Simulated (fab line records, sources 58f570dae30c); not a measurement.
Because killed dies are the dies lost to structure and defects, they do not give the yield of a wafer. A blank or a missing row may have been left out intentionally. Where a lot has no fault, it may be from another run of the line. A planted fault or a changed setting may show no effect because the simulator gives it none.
Split-lot study ; flow berkeley_cmos170 ; 23 wafers read from 5 lots, route of 331 steps

## THE SPLIT
At UCB170_NSD_IMPLANT_08, the setting energy_kev was moved away from the recipe's 40 on 7 of the 23 wafers read, by +1.7% to +3.4%. For the rest of the wafers, this setting stayed at what the recipe calls for.

## FROM THE SPLIT TO THE READING: what the file shows between them, 5 steps
- UCB170_NSD_STRIP_09: strips in O2
- UCB170_BACKSIDE_SOFTBAKE_02: time 60 s (also split here: time_s)
- UCB170_BACKSIDE_STRIP_03: strips in O2
- UCB170_BACKSIDE_CLEAN_04: cleans in SPM, time 600 s
- UCB170_SDANNEAL_RTA_01: time 5 s

## THE READING
Measured at UCB170_SDANNEAL_RS_MEAS_03 by four-point probe: NSD_RS, in ohm/sq. On this fab line, fault-free wafers typically give 37.28 ohm/sq with a standard deviation of 0.094 ohm/sq.

wafer;tool, chamber at the split;energy_kev as run;against the recipe;NSD_RS, ohm/sq;against lot-mates on the recipe
L077.1;implanter-02, 0;40;recipe;37.38;-
L077.3;implanter-02, 0;40;recipe;37.29;-
L077.6;implanter-02, 0;40;recipe;37.38;-
L079.1;implanter-01, 0;40.69;+1.7%;36.95;-0.28
L079.2;implanter-01, 0;40.69;+1.7%;37.02;-0.21
L079.3;implanter-01, 0;40;recipe;37.22;-
L079.4;implanter-01, 0;40;recipe;37.20;-
L079.6;implanter-01, 0;40;recipe;37.27;-
L078.1;implanter-04, 0;40;recipe;37.29;-
L078.2;implanter-04, 0;40;recipe;37.27;-
L078.3;implanter-04, 0;40;recipe;37.22;-
L078.5;implanter-04, 0;40;recipe;37.26;-
L078.6;implanter-04, 0;40;recipe;37.40;-
L081.1;implanter-02, 0;40;recipe;37.34;-
L081.3;implanter-02, 0;41.36;+3.4%;36.82;-0.55
L081.4;implanter-02, 0;41.36;+3.4%;36.88;-0.49
L081.5;implanter-02, 0;40;recipe;37.41;-
L081.6;implanter-02, 0;41.36;+3.4%;36.96;-0.41
L083.1;implanter-02, 0;40;recipe;37.11;-
L083.3;implanter-02, 0;40.97;+2.4%;36.92;-0.16
L083.4;implanter-02, 0;40;recipe;36.99;-
L083.5;implanter-02, 0;40.97;+2.4%;36.82;-0.26
L083.6;implanter-02, 0;40;recipe;37.14;-

FIT RESULTS
A straight line over all 23 wafers: NSD_RS changes by -0.125 ohm/sq for each +1% of energy_kev; r = -0.84; the points scatter about the line by 0.11 ohm/sq.
The same after taking each lot's own level away (the mean of its wafers on the recipe; 23 wafers): -0.132 ohm/sq for each +1%; r = -0.94; scatter 0.065 ohm/sq.
According to that fit, moving energy_kev by its largest amount changes the reading by 0.45 ohm/sq.
Across the lots, their own levels run from 37.080 to 37.375 ohm/sq, a range of 3.1 times the standard deviation given above.
So the lot-to-lot level changes the slope little: the two slopes agree.
Check: with one of the wafers moved furthest among these (+3.4%) left out of the fit, the line predicts -0.413 ohm/sq for it against its lot-mates. It came out at -0.555 ohm/sq against them.

## OTHER SPLITS ON THESE WAFERS
These wafers also went through other splits before the reading. Each is held against what the fit with the lots' levels taken away leaves over:
other split on the same wafers;wafers away from the commonest value;r with NSD_RS (lot level and that fit taken away)
UCB170_GATE_PEB_10 peb_temp_c;8;+0.27
UCB170_NLDD_COAT_01 resist_thk_nm;8;+0.40
UCB170_NLDD_PEB_04 peb_temp_c;9;-0.39
UCB170_NSD_EXPOSE_03 dose_mj;11;-0.13
UCB170_BACKSIDE_SOFTBAKE_02 time_s;9;+0.16

## THE WHOLE CHAIN: every reading that the file lists as answering this split, in the file's order
step;what it does;reading;change (the file's fit);r (the file's)
UCB170_NSD_IMPLANT_08;;implant.rp_nm (the simulator's own value, which no gauge read);+0.478 nm for each +1% of the setting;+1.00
UCB170_NSD_IMPLANT_08;;implant.drp_nm (the simulator's own value, which no gauge read);+0.179 nm for each +1% of the setting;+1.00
UCB170_NSD_STRIP_09;strips in O2;strip_time_to_endpoint_s;withheld for each +1% of the setting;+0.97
UCB170_SDANNEAL_RS_MEAS_03;measures by four-point-probe;NSD_RS;-0.127 for each +1% of the setting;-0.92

## FILE'S OWN FIT
NSD_RS changes by -0.127 ohm/sq for each +1% of energy_kev, r = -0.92.
